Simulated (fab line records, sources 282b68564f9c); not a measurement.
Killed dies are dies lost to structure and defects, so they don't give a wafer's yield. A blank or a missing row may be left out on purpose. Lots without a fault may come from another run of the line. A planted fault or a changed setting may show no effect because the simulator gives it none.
Which tool did it? | flow rit_cmos | 7 lots, 21 wafers sampled, at 2 steps of a route of 202

WHAT THE GAUGES READ, wafer by wafer
RIT_NRETRO_TW_MEAS_10.
lot  | measured    | on            | NRETRO_TW
L789 | day 2 16:58 | film_metro-01 | 1047 1045 1051
L791 | day 3 01:29 | film_metro-01 | 1044 1045 1046
L793 | day 3 10:56 | film_metro-02 | 1060 1062 1068
L796 | day 4 00:01 | film_metro-02 | 1054 1064 1059
L802 | day 5 06:02 | film_metro-01 | 926 923 927 925 923 923
L806 | day 6 06:04 | film_metro-01 | 1054 1060 1051
L809 | day 6 16:49 | film_metro-01 | 1058 1051 1055

WHICH TOOL RAN EACH LOT (tool, then ch and the chambers of the sampled wafers, then the start)
lot  | RIT_NRETRO_IMPLANT_08
L789 | implanter-03 ch 0, day 2 16:38
L791 | implanter-01 ch 0, day 3 01:10
L793 | implanter-03 ch 0, day 3 10:39
L796 | implanter-01 ch 0, day 3 23:43
L802 | implanter-03 ch 0, day 5 05:43
L806 | implanter-01 ch 0, day 6 05:46
L809 | implanter-04 ch 0, day 6 16:29
- RIT_NRETRO_IMPLANT_08

THE ANSWER, worked out from the rows above alone
Rule: what is usual is taken from the lots themselves. Put in order of their means at a reading, lots are off if they are a third of the lots or fewer, leave a main group of 4 or more, and stand apart from it by a gap of 3 or more times the standard deviation of the main group's means; of several such gaps the widest counts. A main group whose means are all the same, to the digits that the tables above print for the reading, isn't used. A lot without any number at a reading at which 4 lots or more have one is off too. The other lots that the step has rows for count as sound.
Off: L802, at RIT_NRETRO_TW_MEAS_10 (NRETRO_TW). The main group: mean 1054, standard deviation 6.3.
A tool fits if, at a process step before that reading, it ran every lot that is off, and no sound lot after the first of them. The gauges at RIT_NRETRO_TW_MEAS_10 are tried like those tools. One fits: implanter-03 at RIT_NRETRO_IMPLANT_08. Its last sound lot is L793 (day 3 10:39), its first lot that is off L802 (day 5 05:43): a fault that began between those two fits.

WHAT THE SIMULATOR HAD PUT IN
Process parameter drift: implanter-03, from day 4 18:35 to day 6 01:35, at RIT_NRETRO_IMPLANT_08. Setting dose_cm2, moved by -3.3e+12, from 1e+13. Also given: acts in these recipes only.
Lots struck among those shown: L802. The rule above found the same.
